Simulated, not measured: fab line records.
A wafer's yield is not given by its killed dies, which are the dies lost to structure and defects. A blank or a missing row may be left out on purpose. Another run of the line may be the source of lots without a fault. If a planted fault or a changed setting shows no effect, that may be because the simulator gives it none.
One fault through the eyes of 2 desks :: flow berkeley cmos170 :: every desk sees just its own numbers, and what lay behind them comes last

## AT THE TOOL OWNER'S DESK: litho track-04
For each lot that ran on this tool, the mean over its sampled wafers that have a number, from the tool's own readings at UCB170_V1_PEB_10. If a lot's mean is further than 4 standard deviations from the usual mean, the lot is out of limits and carries the mark OUT (the distance appears in the brackets).
Columns: A = exhaust pa at UCB170_V1_PEB_10, usual 44.8 Pa; B = heater power total W at UCB170_V1_PEB_10, usual 56.80 W; C = plate temp C at UCB170_V1_PEB_10, usual 130.03 C
lot: L469
first seen here: day 8 18:41
A: 44.3
B: 56.82
C: 130.03

lot: L468
first seen here: day 8 21:41
A: 45.1
B: 56.79
C: 129.92

lot: L471
first seen here: day 9 10:26
A: 45.5
B: 56.86
C: 130.12

lot: L478
first seen here: day 11 15:24
A: 44.7
B: 57.19 (+7.7) OUT
C: 130.84 (+5.8) OUT

lot: L484
first seen here: day 12 17:25
A: 43.7
B: 57.20 (+7.8) OUT
C: 130.79 (+5.4) OUT
This desk's finding: out of limits on L478, L484; first on L478, day 11 15:24 (heater power total W at UCB170_V1_PEB_10). L469, L468, L471: within limits.

## FROM THE METROLOGY DESK
What the gauges read for every lot (on any tool): the sampled wafers with a number, averaged. If a lot's mean is further than 4 standard deviations from the usual mean, the lot is out of limits and carries the mark OUT (the distance appears in the brackets).
Columns: A = cd nm at UCB170_V1_CD_MEAS_12, usual 699.8 nm
lot: L467
first seen here: day 8 11:32
A: 700.5

lot: L469
first seen here: day 8 18:57
A: 698.6

lot: L468
first seen here: day 8 21:58
A: 701.3

lot: L470
first seen here: day 9 09:28
A: 699.0

lot: L471
first seen here: day 9 10:43
A: 698.5

lot: L475
first seen here: day 10 01:49
A: 699.2

lot: L473
first seen here: day 10 03:10
A: 702.6

lot: L474
first seen here: day 10 03:37
A: 699.6

lot: L479
first seen here: day 11 15:28
A: 700.2

lot: L478
first seen here: day 11 15:40
A: 704.8

lot: L484
first seen here: day 12 17:41
A: 703.1

lot: L487
first seen here: day 12 22:28
A: 699.9

lot: L488
first seen here: day 14 12:49
A: 699.1

lot: L489
first seen here: day 14 13:24
A: 701.0
This desk's finding: nothing out of limits on any of the 14 lots.

## TAKEN TOGETHER
On L478, L484, at day 11 15:24, an alarm was possible from the tool owner's desk.
The metrology desk saw nothing out of limits.
The metrology desk has L478, L484 on record, within its limits.
All the named lots went through UCB170_V1_PEB_10 on litho track-04.

## WHAT HAD BEEN PUT IN BY THE SIMULATOR
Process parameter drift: litho track-04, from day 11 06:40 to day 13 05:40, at UCB170_V1_PEB_10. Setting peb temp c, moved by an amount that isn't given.
Struck lots among those shown: L478, L484.
Time in hours from fault onset to the first out-of-limits reading at each desk: the tool owner's desk, 9.
